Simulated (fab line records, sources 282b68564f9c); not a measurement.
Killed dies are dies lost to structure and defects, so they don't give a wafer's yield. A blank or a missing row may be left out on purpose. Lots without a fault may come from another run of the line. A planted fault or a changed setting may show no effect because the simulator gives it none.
A struck lot beside a sound one | flow rit_cmos | 20 steps out of a route of 202
Sound: wafers L388.1, L388.3, L388.5. Struck: wafers L398.1, L398.4, L398.6. The cause comes at the end.
At each step with rows: each side's tool, then ch and its chambers, then its first start. Under that, the readings that differ: sound wafers | struck wafers | difference of the means | sigmas: that difference in standard deviations of wafers without a fault.
alike: readings whose means differ by less than 2 such deviations, and words and numbers that are the same on both sides. not compared: withheld readings, readings that some wafer has no value for, bounds like >300 that may hide the same value, and numbers for which the record gives no deviation and whose values overlap.
The two part at a step that has a row with sigmas, a row that says differs or no value, or rows on one side only. Numbers that don't overlap but have no deviation are shown without sigmas and don't part them. A reading that every wafer of one side lacks parts them only if that side has two wafers or more.

first, 2 steps without rows for these wafers: RIT_NWELL_HARDBAKE_07 (time 120 s); RIT_NWELL_IMPLANT_08.
RIT_NWELL_STRIP_09: strips in O2, time 180 s.
  sound on plasma_asher-01 ch 0,1, day 2 17:26; struck on plasma_asher-02 ch 1, day 4 20:33
  alike: drypump_motor_current_A
  not compared: rf_hours_counter_h
RIT_NWELL_TW_MEAS_10:
  sound on film_metro-01, day 2 17:37; struck on film_metro-01, day 4 20:44
  alike: NWELL_TW
then, 6 steps without rows for these wafers: RIT_PWELL_HMDS_00 (prime time 60 s); RIT_PWELL_COAT_01 (resist thk 1300 nm); RIT_PWELL_SOFTBAKE_02 (time 60 s); RIT_PWELL_EXPOSE_03 (exposes mask M3, target cd 43700 nm); RIT_PWELL_PEB_04; RIT_PWELL_DEVELOP_05 (develop time 68 s).
RIT_PWELL_OVL_MEAS_06:
  sound on overlay-01, day 2 18:41; struck on overlay-01, day 4 21:47
  alike: PWELL_OVL
then, 1 step without rows for these wafers: RIT_PWELL_HARDBAKE_07 (time 120 s).
RIT_PWELL_IMPLANT_08:
  sound on implanter-04 ch 0, day 2 18:58; struck on implanter-03 ch 0, day 4 22:05
  reading            | sound            | struck         | difference | sigmas
  beam_on_s (s)      | 9.78 10.02 10.47 | 9.27 8.81 8.95 | -1.08      | -5
  faraday_current_uA | 227 221 211      | 240 252 248    | +27        | +6
RIT_PWELL_STRIP_09: strips in O2, time 180 s.
  sound on plasma_asher-03 ch 0,1, day 2 19:07; struck on plasma_asher-04 ch 0,1, day 4 22:14
  alike: drypump_motor_current_A
  not compared: rf_hours_counter_h
RIT_PWELL_TW_MEAS_10:
  sound on film_metro-04, day 2 19:17; struck on film_metro-04, day 4 22:24
  reading  | sound       | struck      | difference | sigmas
  PWELL_TW | 957 962 959 | 923 929 917 | -36        | -4
then, 1 step without rows for these wafers: RIT_WELLDRIVE_ANNEAL_00 (time 14700 s).
RIT_WELLDRIVE_RS_MEAS_01: measures by four-point-probe.
  sound on film_metro-02, day 3 00:56; struck on film_metro-04, day 5 04:07
  alike: NWELL_RS
RIT_WELLDRIVE_RS_MEAS_02: measures by four-point-probe.
  sound on film_metro-02, day 3 01:04; struck on film_metro-04, day 5 04:14
  reading           | sound             | struck            | difference | sigmas
  PWELL_RS (ohm/sq) | 429.9 428.7 428.7 | 460.9 459.9 461.2 | +31.6      | +24
then, 1 step without rows for these wafers: RIT_NRETRO_HMDS_00 (prime time 60 s).
RIT_M1_PROBE_99:
  sound on prober-01, day 4 10:07; struck on prober-01, day 6 09:59
  reading                                 | sound             | struck            | difference | sigmas
  model.etest.pwell_pinched.rs_ohm_sq     | 453.1 446.4 457.7 | 502.3 493.9 485   | +41.3      |
  model.etest.pwell.rs_ohm_sq             | 409.4 412.2 416.4 | 451.7 448.5 448.4 | +36.9      |
  model.etest.well_edge_left.line_ohm_um  | 184.1 180.9 183.8 | 179.9 176.5 178.7 | -4.6       |
  model.etest.well_edge_right.line_ohm_um | 182.8 180.3 183.6 | 175.4 178.1 176.7 | -5.5       |
  alike: killed_at_contacts, killed_at_front_end, killed_dies, killed_open, killed_short
  not compared: model.etest.nmos_0p3.r_on_ohm_um, model.etest.nmos_0p3.drive_ua_um, model.etest.nmos_narrow.drive_ua_um, model.etest.field_n.vt_v

WHERE THEY PART
First at RIT_PWELL_IMPLANT_08; last, within this record, at RIT_WELLDRIVE_RS_MEAS_02. Later steps at which nothing parts them and some readings are alike: RIT_M1_PROBE_99.

WHY: what the simulator had put in
Process parameter drift: implanter-03, from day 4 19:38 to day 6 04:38, at RIT_PWELL_IMPLANT_08. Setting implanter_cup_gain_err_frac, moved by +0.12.
